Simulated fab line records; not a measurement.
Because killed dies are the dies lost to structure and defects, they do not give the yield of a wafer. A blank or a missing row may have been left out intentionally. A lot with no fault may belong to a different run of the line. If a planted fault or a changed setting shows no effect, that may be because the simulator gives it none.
fab line records ; flow rit_cmos
record lots=14; wafers=40; last_day=7
route steps=202 shown M1@196
lots that met no fault: from a run of the same line without faults
start_h: start of the lot's first displayed wafer, in hours after the record's first day ; wait_h: time in hours since the lot's previous step ; " the same as in the row above ; L1.1+2: a single row standing in for several wafers ; - no value, or no start given ; * or withheld: withheld ; < > ~ a bound
route shown NAME@n: names a module that has steps shown in the file, with the first one's number in the route ; usual: mean and standard deviation over wafers with no fault ; same: alike in all rows ; chamber/n: place in a boat ; sites: each site's reading ; _std_site: standard deviation of those values ; _edge_site: mean of outer sites minus mean of inner sites ; radius_mm: how far each site lies from the wafer's centre ; mask NAME#n: copy n ; behind: the last tool/chamber to shape the wafer ; hold: cause of the lot's hold/its duration in hours/its outcome ; device: names the non-switching transistor (n, p or np) ; end of line: at the end of the route, the tests of the same wafers ; for a step that has no rows: nothing shown but its recipe ; killed: count of dies lost to structure and defects at first sort (not the wafer's yield) ; map: dies across one wafer; x = killed, . = not, _ = none there
set.NAME: the setting as run; set.NAME@STEP: as run at that earlier step ; model.NAME: the simulator's own value behind a step, which no gauge read
route steps across a sampled set of lots; one table per step, one row per wafer
services: when a tool's chamber went out of use (start_h, in hours from the record's first day, below 0 if earlier), for how many hours, and the reason
## steps
# step RIT_M1_METAL_ETCH_12
# recipe stop_on=SiO2; chemistry=Cl2/BCl3; target=Al; time_s=165; over_etch_frac=0.5; pressure_mtorr=100; target_depth_a=6000; rf_w=250; Cl2_flow_sccm=60; bcl3_flow_sccm=50
# usual drypump_motor_current_A=6.30/0.24; oes_product_au=0.769/0.01; run_length_s=193.4/0.93; throttle_valve_pct=8.25/0.094
lot.wafer;tool;chamber;start_h;wait_h;drypump_motor_current_A;oes_product_au;rf_hours_counter_h;run_length_s;throttle_valve_pct
L493.1;rie_metal-01;0;64.14;0.2;6.58;0.773;1;192.6;8.35
L493.2;rie_metal-01;1;64.14;0.2;6.37;0.759;1;192.6;8.39
L493.5;rie_metal-01;1;64.14;0.2;6.35;0.757;-;192.8;8.38
L496.2;rie_metal-03;1;75.30;0.2;6.02;0.769;4;193.3;8.20
L496.5;rie_metal-03;0;75.30;0.2;6.16;0.755;-;193.7;8.12
L496.6;rie_metal-03;1;75.30;0.2;6.02;0.761;-;193.6;8.19
L498.3;rie_metal-01;1;87.25;0.2;6.34;0.761;-;192.5;8.36
L498.5;rie_metal-01;0;87.25;0.2;6.62;0.773;-;193.3;8.36
L498.6;rie_metal-01;1;87.25;0.2;6.35;0.774;-;192.5;8.36
L499.2;rie_metal-03;1;96.52;0.2;6.01;0.779;-;193.0;8.21
L499.3;rie_metal-03;1;96.52;0.2;6.02;0.779;-;193.0;8.21
L499.6;rie_metal-03;1;96.52;0.2;6.02;0.774;-;193.1;8.21
L500.2;rie_metal-02;0;99.53;0.2;6.61;0.770;38;193.6;8.14
L500.3;rie_metal-02;0;99.53;0.2;6.58;0.781;-;193.5;8.16
L500.6;rie_metal-02;0;99.53;0.2;6.60;0.783;-;193.4;8.14
L501.1;rie_metal-01;0;104.61;0.2;6.63;0.777;1;192.6;8.34
L501.2;rie_metal-01;1;104.61;0.2;6.34;0.769;1;192.5;8.36
L501.4;rie_metal-01;0;104.61;0.2;6.62;0.792;-;192.8;8.35
L502.1;rie_metal-03;1;107.56;0.2;6.04;0.779;5;193.1;8.20
L502.2;rie_metal-03;0;107.56;0.2;6.22;0.753;4;193.4;8.12
L502.3;rie_metal-03;1;107.56;0.2;6.03;0.773;-;193.6;8.21
L504.2;rie_metal-01;0;115.66;0.2;6.63;0.756;1;192.8;8.37
L504.4;rie_metal-01;1;115.66;0.2;6.36;0.755;-;192.6;8.36
L504.5;rie_metal-01;0;115.66;0.2;6.65;0.772;-;192.6;8.36
L507.2;rie_metal-01;0;130.24;0.2;6.59;0.766;1;192.9;8.35
L507.3;rie_metal-01;0;130.24;0.2;6.60;0.777;-;192.8;8.35
L507.5;rie_metal-01;1;130.24;0.2;6.32;0.759;-;192.6;8.38
L510.1;rie_metal-03;0;144.39;0.2;6.20;0.975;5;99.3;8.10
L510.3;rie_metal-03;1;144.39;0.2;6.05;0.771;-;193.1;8.21
L510.6;rie_metal-03;1;144.39;0.2;6.04;0.766;-;193.1;8.20
L511.1;rie_metal-01;0;148.95;0.2;6.64;0.791;2;192.9;8.36
L511.2;rie_metal-01;1;148.95;0.2;6.37;0.776;2;192.6;8.37
L511.4;rie_metal-01;0;148.95;0.2;6.63;0.781;-;192.8;8.35
L512.4;rie_metal-03;0;154.37;0.1;6.20;0.965;-;99.8;8.08
L513.1;rie_metal-02;0;160.57;0.2;6.62;0.772;0;193.6;8.15
L513.2;rie_metal-02;1;160.57;0.2;6.05;0.784;0;193.3;8.28
L513.5;rie_metal-02;0;160.57;0.2;6.58;0.779;-;193.5;8.16
L514.1;rie_metal-01;0;164.32;0.2;6.57;0.784;2;193.0;8.34
L514.4;rie_metal-01;0;164.32;0.2;6.60;0.769;-;192.9;8.34
L514.6;rie_metal-01;0;164.32;0.2;6.58;0.766;-;192.9;8.35
# step RIT_M1_CD_MEAS_90
# recipe target_cd_nm=2600
# usual cd_nm=2599.3/2.8
lot.wafer;tool;chamber;start_h;wait_h;hold;cd_nm
L493.1;cd_sem-01;-;64.65;0.1;-;2599.9
L493.2;cd_sem-01;-;64.65;0.1;-;2597.8
L493.5;cd_sem-01;-;64.65;0.1;-;2600.0
L496.2;cd_sem-01;-;75.85;0.1;-;2594.1
L496.5;cd_sem-01;-;75.85;0.1;-;2592.3
L496.6;cd_sem-01;-;75.85;0.1;-;2595.6
L498.3;cd_sem-01;-;87.74;0.1;-;2596.9
L498.5;cd_sem-01;-;87.74;0.1;-;2597.3
L498.6;cd_sem-01;-;87.74;0.1;-;2595.0
L499.2;cd_sem-01;-;97.18;0.1;-;2600.9
L499.3;cd_sem-01;-;97.18;0.1;-;2598.1
L499.6;cd_sem-01;-;97.18;0.1;-;2598.7
L500.2;cd_sem-01;-;100.07;0.1;-;2597.1
L500.3;cd_sem-01;-;100.07;0.1;-;2599.2
L500.6;cd_sem-01;-;100.07;0.1;-;2601.6
L501.1;cd_sem-01;-;105.12;0.1;-;2602.2
L501.2;cd_sem-01;-;105.12;0.1;-;2600.8
L501.4;cd_sem-01;-;105.12;0.1;-;2602.1
L502.1;cd_sem-02;-;108.07;0.1;-;2597.1
L502.2;cd_sem-02;-;108.07;0.1;-;2600.1
L502.3;cd_sem-02;-;108.07;0.1;-;2596.2
L504.2;cd_sem-01;-;116.19;0.1;-;2598.6
L504.4;cd_sem-01;-;116.19;0.1;-;2596.6
L504.5;cd_sem-01;-;116.19;0.1;-;2600.9
L507.2;cd_sem-01;-;130.77;0.1;-;2600.8
L507.3;cd_sem-01;-;130.77;0.1;-;2600.2
L507.5;cd_sem-01;-;130.77;0.1;-;2598.9
L510.1;cd_sem-02;-;144.90;0.1;await_dispo/0.2h/release;2613.0
L510.3;cd_sem-02;-;144.90;0.1;await_dispo/0.2h/release;2598.2
L510.6;cd_sem-02;-;144.90;0.1;await_dispo/0.2h/release;2602.4
L510.1;cd_sem-02;-;145.19;0.3;-;2612.9
L510.3;cd_sem-02;-;145.19;0.3;-;2598.3
L510.6;cd_sem-02;-;145.19;0.3;-;2601.5
L511.1;cd_sem-01;-;149.56;0.2;-;2597.9
L511.2;cd_sem-01;-;149.56;0.2;-;2595.2
L511.4;cd_sem-01;-;149.56;0.2;-;2595.7
L512.4;cd_sem-02;-;154.89;0.1;await_dispo/0.2h/release;2615.3
L512.4;cd_sem-02;-;155.17;0.3;-;2615.2
L513.1;cd_sem-01;-;161.10;0.1;-;2598.5
L513.2;cd_sem-01;-;161.10;0.1;-;2602.3
L513.5;cd_sem-01;-;161.10;0.1;-;2597.4
L514.1;cd_sem-02;-;164.83;0.1;-;2603.1
L514.4;cd_sem-02;-;164.83;0.1;-;2604.3
L514.6;cd_sem-02;-;164.83;0.1;-;2602.5
# step RIT_M1_PROBE_99
# usual defect_limited_yield=97.4/1.1; killed_at_M0_to_M3=0.0/0.14; killed_at_contacts=0.0/0.22; killed_at_front_end=6.9/3; killed_dies=6.9/3; killed_on_rim=1.9/1.5; killed_open=3.5/2; killed_short=3.4/2.1; sort_bin_3_pad_short=0.1/0.23; sort_bin_5_function=1.5/0.85; sort_bin_6_memory=1.0/0.59; sort_n_pass=257.1/3; sort_yield_pct=97.4/1.1
# same gross_dies=264; killed_at_M4_up=0; killed_at_back_side=0; killed_at_other=0
lot.wafer;tool;chamber;start_h;wait_h;hold;defect_limited_yield[%];killed_at_M0_to_M3;killed_at_contacts;killed_at_front_end;killed_dies;killed_on_rim;killed_open;killed_short;sort_bin_3_pad_short[%];sort_bin_5_function[%];sort_bin_6_memory[%];sort_n_pass;sort_yield_pct[%]
L493.1;prober-02;-;66.48;0.1;-;94.3;0;1;14;15;6;10;5;0;3.4;2.3;249.0;94.3
L493.2;prober-02;-;66.53;0.1;-;96.6;0;0;9;9;5;7;1;0;1.9;1.5;255.0;96.6
L493.5;prober-02;-;66.68;0.2;-;96.2;0;0;10;10;2;4;5;0;2.7;1.1;254.0;96.2
L496.2;prober-01;-;78.27;0.1;-;98.5;0;0;4;4;1;1;3;0;1.1;0.4;260.0;98.5
L496.5;prober-01;-;78.42;0.2;-;96.6;0;0;9;9;2;3;6;0;2.7;0.8;255.0;96.6
L496.6;prober-01;-;78.47;0.2;-;97.3;0;0;7;7;0;3;4;0;0.4;2.3;257.0;97.3
L498.3;prober-01;-;89.54;0.2;-;97.3;0;0;7;7;1;4;3;0;1.5;1.1;257.0;97.3
L498.5;prober-01;-;89.64;0.2;-;99.6;0;0;1;1;0;0;1;0;0.4;0;263.0;99.6
L498.6;prober-01;-;89.69;0.2;-;98.1;0;0;5;5;3;2;3;0;1.5;0.4;259.0;98.1
L499.2;prober-02;-;99.92;0.1;-;94.7;0;0;14;14;2;8;6;1.1;3.0;1.1;250.0;94.7
L499.3;prober-02;-;99.97;0.2;-;97.0;0;0;8;8;0;3;5;1.1;0.8;1.1;256.0;97.0
L499.6;prober-02;-;100.12;0.2;-;96.6;1;0;8;9;3;0;9;0.4;1.9;1.1;255.0;96.6
L500.2;prober-01;-;101.84;0.1;-;97.0;0;0;8;8;3;4;4;0.4;1.1;1.5;256.0;97.0
L500.3;prober-01;-;101.89;0.2;-;98.5;0;0;4;4;1;3;1;0;0.8;0.8;260.0;98.5
L500.6;prober-01;-;102.04;0.2;-;99.2;0;0;2;2;1;1;1;0;0.4;0.4;262.0;99.2
L501.1;prober-02;-;106.86;0.1;-;98.5;0;0;4;4;1;3;1;0.4;0;1.1;260.0;98.5
L501.2;prober-02;-;106.91;0.1;-;97.7;0;1;5;6;2;2;4;0.4;1.1;0.8;258.0;97.7
L501.4;prober-02;-;107.01;0.2;-;97.7;0;0;6;6;2;3;3;0;1.9;0.4;258.0;97.7
L502.1;prober-01;-;110.48;0.1;-;97.3;0;0;7;7;3;1;6;0.4;1.5;0.8;257.0;97.3
L502.2;prober-01;-;110.53;0.1;-;95.8;0;0;11;11;3;2;9;0;2.7;1.5;253.0;95.8
L502.3;prober-01;-;110.58;0.2;-;97.3;0;0;7;7;1;3;4;0.4;1.5;0.8;257.0;97.3
L504.2;prober-01;-;117.96;0.1;-;98.1;0;0;5;5;2;3;2;0;0.8;1.1;259.0;98.1
L504.4;prober-01;-;118.06;0.2;-;97.3;0;0;7;7;1;2;5;0;1.9;0.8;257.0;97.3
L504.5;prober-01;-;118.11;0.2;-;97.3;0;0;7;7;1;4;3;0;1.9;0.8;257.0;97.3
L507.2;prober-02;-;132.54;0.1;-;97.3;0;0;7;7;1;3;4;0;1.9;0.8;257.0;97.3
L507.3;prober-02;-;132.59;0.2;-;98.9;0;0;3;3;1;1;2;0;0.4;0.8;261.0;98.9
L507.5;prober-02;-;132.69;0.2;-;98.5;0;0;4;4;1;3;1;0;0.8;0.8;260.0;98.5
L511.1;prober-02;-;151.30;0.1;-;97.7;0;0;6;6;0;3;3;0;1.1;1.1;258.0;97.7
L511.2;prober-02;-;151.35;0.1;-;97.7;0;0;6;6;2;5;1;0;1.5;0.8;258.0;97.7
L511.4;prober-02;-;151.45;0.2;-;97.3;0;0;7;7;3;2;5;0.4;1.9;0.4;257.0;97.3
L510.1;prober-01;-;151.41;0.1;await_dispo/0.8h/release;0;257;0;7;264;70;2;4;0;98.5;1.5;0;0
L510.3;prober-01;-;151.51;0.2;await_dispo/0.8h/release;98.5;0;0;4;4;3;2;2;0;1.1;0.4;260.0;98.5
L510.6;prober-01;-;151.66;0.2;await_dispo/0.8h/release;97.0;0;0;8;8;1;4;4;0;1.5;1.5;256.0;97.0
L512.4;prober-01;-;158.76;0.2;await_dispo/3.3h/release;0;257;0;7;264;70;2;5;0;98.5;1.5;0;0
L513.1;prober-02;-;162.84;0.1;-;97.3;0;0;7;7;2;3;4;0;1.5;1.1;257.0;97.3
L513.2;prober-02;-;162.89;0.1;-;97.3;0;0;7;7;2;5;2;0.4;1.1;1.1;257.0;97.3
L513.5;prober-02;-;163.04;0.2;-;97.7;0;0;6;6;3;3;3;0;1.5;0.8;258.0;97.7
L514.1;prober-01;-;166.57;0.1;-;98.1;0;0;5;5;3;2;3;0;1.9;0;259.0;98.1
L514.4;prober-01;-;166.72;0.2;-;97.3;0;0;7;7;1;1;6;0;1.9;0.8;257.0;97.3
L514.6;prober-01;-;166.82;0.2;-;98.1;0;0;5;5;4;0;5;0;1.5;0.4;259.0;98.1
# killed by level:class
L493.1 SPACER:geometric_particle:open=3 SILICIDE:geometric_particle:open=3 FOX1:geometric_particle:short=2 FOX1:geometric_particle:open=2 FOX2:geometric_particle:short=1 GATE:geometric_particle:short=1 GATE:geometric_particle:open=1 SILICIDE:geometric_particle:short=1
L493.2 FOX2:geometric_particle:open=2 GATE:geometric_particle:open=2 FOX1:geometric_particle:open=1 FOX2:geometric_particle:short=1 SPACER:geometric_particle:open=1 SILICIDE:geometric_particle:open=1 ACTIVE:coat_microbubble_printed=1
L493.5 GATE:geometric_particle:open=2 SPACER:geometric_particle:short=2 FOX1:geometric_particle:open=1 FOX1:geometric_particle:short=1 FOX2:geometric_particle:open=1 FOX2:geometric_particle:short=1 GATE:geometric_particle:short=1 NWELL:coat_microbubble_printed=1
L496.2 GATE:geometric_particle:short=2 FOX1:geometric_particle:short=1 REOX:geometric_particle:open=1
L496.5 GATE:geometric_particle:short=3 REOX:geometric_particle:short=2 SPACER:geometric_particle:open=2 GATE:geometric_particle:open=1 SPACER:geometric_particle:short=1
L496.6 GATE:geometric_particle:short=2 FOX1:geometric_particle:open=1 FOX2:geometric_particle:short=1 GATE:geometric_particle:open=1 SPACER:geometric_particle:open=1 SPACER:geometric_particle:short=1
L498.3 REOX:geometric_particle:open=3 FOX2:geometric_particle:open=1 FOX2:geometric_particle:short=1 GATE:geometric_particle:short=1 SPACER:geometric_particle:short=1
L498.5 GATE:geometric_particle:short=1
L498.6 FOX1:geometric_particle:short=1 FOX2:geometric_particle:short=1 GATE:geometric_particle:short=1 GATE:geometric_particle:open=1 REOX:geometric_particle:open=1
L499.2 GATE:geometric_particle:open=4 GATE:geometric_particle:short=3 FOX1:geometric_particle:open=2 SPACER:geometric_particle:open=2 FOX2:geometric_particle:short=1 SPACER:geometric_particle:short=1 SILICIDE:geometric_particle:short=1
L499.3 SPACER:geometric_particle:short=4 GATE:geometric_particle:open=2 GATE:geometric_particle:short=1 SPACER:geometric_particle:open=1
L499.6 GATE:geometric_particle:short=3 FOX1:geometric_particle:short=2 FOX2:geometric_particle:short=2 SPACER:geometric_particle:short=1 M1:geometric_particle:short=1
L500.2 GATE:geometric_particle:open=4 GATE:geometric_particle:short=2 FOX1:geometric_particle:short=1 SILICIDE:geometric_particle:short=1
L500.3 FOX2:geometric_particle:short=1 GATE:geometric_particle:open=1 SPACER:geometric_particle:open=1 SILICIDE:geometric_particle:open=1
L500.6 FOX2:geometric_particle:short=1 GATE:geometric_particle:open=1
L501.1 GATE:geometric_particle:open=2 GATE:geometric_particle:short=1 SPACER:geometric_particle:open=1
L501.2 GATE:geometric_particle:open=2 FOX1:geometric_particle:short=1 REOX:geometric_particle:short=1 SILICIDE:geometric_particle:short=1 CONTACT:geometric_particle:short=1
L501.4 FOX1:geometric_particle:short=1 GATE:geometric_particle:short=1 GATE:geometric_particle:open=1 REOX:geometric_particle:open=1 SPACER:geometric_particle:short=1 SILICIDE:geometric_particle:open=1
L502.1 GATE:geometric_particle:short=4 REOX:geometric_particle:short=2 FOX2:geometric_particle:open=1
L502.2 REOX:geometric_particle:short=4 FOX1:geometric_particle:short=2 GATE:geometric_particle:open=2 GATE:geometric_particle:short=2 SILICIDE:geometric_particle:short=1
L502.3 GATE:geometric_particle:short=2 SPACER:geometric_particle:short=2 FOX1:geometric_particle:open=1 GATE:geometric_particle:open=1 REOX:geometric_particle:open=1
L504.2 SILICIDE:geometric_particle:open=2 FOX1:geometric_particle:open=1 GATE:geometric_particle:short=1 REOX:geometric_particle:short=1
L504.4 GATE:geometric_particle:short=3 REOX:geometric_particle:open=1 SPACER:geometric_particle:short=1 SILICIDE:geometric_particle:short=1 SILICIDE:geometric_particle:open=1
L504.5 REOX:geometric_particle:open=2 SILICIDE:geometric_particle:open=2 REOX:geometric_particle:short=1 SPACER:geometric_particle:short=1 SILICIDE:geometric_particle:short=1
L507.2 REOX:geometric_particle:short=3 REOX:geometric_particle:open=2 SPACER:geometric_particle:open=1 SILICIDE:geometric_particle:short=1
L507.3 FOX2:geometric_particle:short=1 GATE:geometric_particle:open=1 REOX:geometric_particle:short=1
L507.5 GATE:geometric_particle:open=3 GATE:geometric_particle:short=1
L511.1 SPACER:geometric_particle:short=2 FOX1:geometric_particle:open=1 GATE:geometric_particle:short=1 GATE:geometric_particle:open=1 REOX:geometric_particle:open=1
L511.2 GATE:geometric_particle:open=4 GATE:geometric_particle:short=1 SPACER:geometric_particle:open=1
L510.1 M1:area_etch=257 FOX1:geometric_particle:open=1 FOX1:geometric_particle:short=1 GATE:geometric_particle:open=1 GATE:geometric_particle:short=1 REOX:geometric_particle:short=1 SPACER:geometric_particle:short=1 NWELL:coat_microbubble_printed=1
L511.4 REOX:geometric_particle:short=2 FOX2:geometric_particle:short=1 GATE:geometric_particle:open=1 GATE:geometric_particle:short=1 REOX:geometric_particle:open=1 SILICIDE:geometric_particle:short=1
L510.3 FOX1:geometric_particle:open=1 GATE:geometric_particle:short=1 SPACER:geometric_particle:short=1 SPACER:geometric_particle:open=1
L510.6 GATE:geometric_particle:open=2 FOX1:geometric_particle:short=1 FOX2:geometric_particle:open=1 GATE:geometric_particle:short=1 REOX:geometric_particle:short=1 REOX:geometric_particle:open=1 SILICIDE:geometric_particle:short=1
L512.4 M1:area_etch=257 GATE:geometric_particle:short=4 GATE:geometric_particle:open=2 SPACER:geometric_particle:short=1
L513.1 FOX1:geometric_particle:open=3 FOX1:geometric_particle:short=1 GATE:geometric_particle:short=1 REOX:geometric_particle:short=1 SILICIDE:geometric_particle:short=1
L513.2 GATE:geometric_particle:open=2 FOX1:geometric_particle:open=1 REOX:geometric_particle:short=1 REOX:geometric_particle:open=1 SPACER:geometric_particle:open=1 SPACER:geometric_particle:short=1
L513.5 GATE:geometric_particle:open=3 GATE:geometric_particle:short=2 REOX:geometric_particle:short=1
L514.1 SILICIDE:geometric_particle:short=2 FOX1:geometric_particle:open=1 FOX2:geometric_particle:short=1 GATE:geometric_particle:open=1
L514.4 SPACER:geometric_particle:short=2 SILICIDE:geometric_particle:short=2 FOX1:geometric_particle:open=1 GATE:geometric_particle:short=1 REOX:geometric_particle:short=1
L514.6 FOX1:geometric_particle:short=2 GATE:geometric_particle:short=2 SILICIDE:geometric_particle:short=1
## services
tool;chamber;start_h;hours;kind
rie_metal-03;0;40.45;1.5;repair
rie_metal-02;0;52.67;13.4;repair
rie_metal-03;-;68.85;1.4;pm
rie_metal-03;0;87.60;15.7;repair
rie_metal-01;1;91.55;7.0;repair
rie_metal-02;-;136.12;20.0;pm
rie_metal-02;0;136.12;20.0;vent_cycle
rie_metal-02;1;136.12;20.0;vent_cycle
rie_metal-02;0;156.12;-;clean
rie_metal-02;1;156.12;-;clean
rie_metal-03;-;157.43;2.0;repair
rie_metal-01;-;157.60;2.8;pm
## key
first_sign step=RIT_M1_METAL_ETCH_12; reading=run_length_s; direction=down; sigmas=99+; usual=*; struck=*
effect step=RIT_M1_METAL_ETCH_12; reading=oes_product_au; direction=up; sigmas=20; usual=0.769; struck=0.970
effect step=RIT_M1_CD_MEAS_90; reading=visit; direction=added
effect step=RIT_M1_CD_MEAS_90; reading=cd_nm; direction=up; sigmas=5.3; usual=2599.3; struck=2614.2
effect step=RIT_M1_PROBE_99; reading=killed_at_M0_to_M3; direction=up; sigmas=99+; usual=0.0; struck=257
more_kills_born_at RIT_M1_METAL_ETCH_12@rie_metal-03=514
met_at RIT_M1_METAL_ETCH_12
struck_lots L510,L512
struck_wafers L510.1,L512.4
later_rows_left_out L510.1,L512.4
onset_between 107.56 144.39
fault kind=process_parameter_drift; tool=rie_metal-03; chamber=0; onset_h=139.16; steps=RIT_M1_METAL_ETCH_12; channel=time_s; offset=*; shape=step; end_h=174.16; stated=*
# later_rows_left_out: the simulator's readings of these wafers behind a module that went badly wrong aren't trusted and aren't shown, but for the sort
